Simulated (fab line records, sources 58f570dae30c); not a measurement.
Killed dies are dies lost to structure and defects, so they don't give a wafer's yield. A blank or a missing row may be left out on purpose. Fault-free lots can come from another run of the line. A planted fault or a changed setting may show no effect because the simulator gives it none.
A single fault, viewed from 2 desks :: flow berkeley-cmos170 :: numbers are kept per desk, each desk with only its own; the story behind them comes last

TOOL OWNER'S DESK, pecvd-03
The tool's own readings at UCB170_SPACER_CVD_00 (deposits SiO2 from TEOS/O2, target thk 376 nm, time 47 s): means of the sampled wafers that have a number, for each lot that ran on this tool. Marked OUT: a lot whose mean sits more than 4 standard deviations from the usual mean, which makes it out of limits; the brackets give that distance.
Columns: A = heater-power-w at UCB170_SPACER_CVD_00, usual 282 W
lot: L685
first seen here: day 7 02:20
A: 326

lot: L689
first seen here: day 7 18:26
A: 226

lot: L693
first seen here: day 8 22:34
A: 378

lot: L694
first seen here: day 9 14:23
A: 355

lot: L699
first seen here: day 10 07:49
A: 376
This desk's finding: nothing out of limits on any of the 5 lots.

FROM THE METROLOGY DESK
Means of the sampled wafers that have a number, per lot and without regard to the tool the lot ran on: this is what the gauges read. Marked OUT: a lot whose mean sits more than 4 standard deviations from the usual mean, which makes it out of limits; the brackets give that distance.
Columns: A = NWELL_OVL at UCB170_NWELL_OVL_MEAS_12, usual 0 nm; B = SPACER_TEOS_THK at UCB170_SPACER_THK_MEAS_01, usual 378 nm; C = CONTACT_OVL at UCB170_CONTACT_OVL_MEAS_16, usual -2 nm; D = M2_OVL at UCB170_M2_OVL_MEAS_16, usual 1 nm
lot: L685
first seen here: day 2 14:39
A: -2
B: 380
C: -7
D: 2

lot: L686
first seen here: day 2 20:07
A: 2
B: 379
C: -8
D: 5

lot: L688
first seen here: day 3 04:11
A: 2
B: 382
C: -1
D: 1

lot: L689
first seen here: day 3 08:14
A: -5
B: 376
C: 1
D: 10

lot: L690
first seen here: day 3 18:17
A: -2
B: 380
C: 0
D: -7

lot: L691
first seen here: day 4 00:35
A: 1
B: 380
C: -2
D: 2

lot: L692
first seen here: day 4 05:06
A: -3
B: 379
C: 8
D: -2

lot: L693
first seen here: day 4 10:15
A: 4
B: 375
C: -3
D: -2

lot: L694
first seen here: day 4 18:28
A: -10
B: 359
C: -2
D: -1

lot: L699
first seen here: day 5 10:35
A: 5
B: 358
C: -9
D: -3

lot: L700
first seen here: day 5 19:38
A: -2
B: 383
C: -3
D: 7

lot: L703
first seen here: day 6 14:17
A: 7
B: 378
C: -1
D: 2

lot: L704
first seen here: day 6 14:34
A: -2
B: 383
C: -11
D: -6

lot: L706
first seen here: day 7 09:19
A: -6
B: 377
C: 0
D: 4
This desk's finding: nothing out of limits on any of the 14 lots.

BROUGHT TOGETHER
The tool owner's desk saw nothing out of limits.
From the metrology desk's view, nothing was out of limits.

WHAT THE SIMULATOR HAD INSERTED
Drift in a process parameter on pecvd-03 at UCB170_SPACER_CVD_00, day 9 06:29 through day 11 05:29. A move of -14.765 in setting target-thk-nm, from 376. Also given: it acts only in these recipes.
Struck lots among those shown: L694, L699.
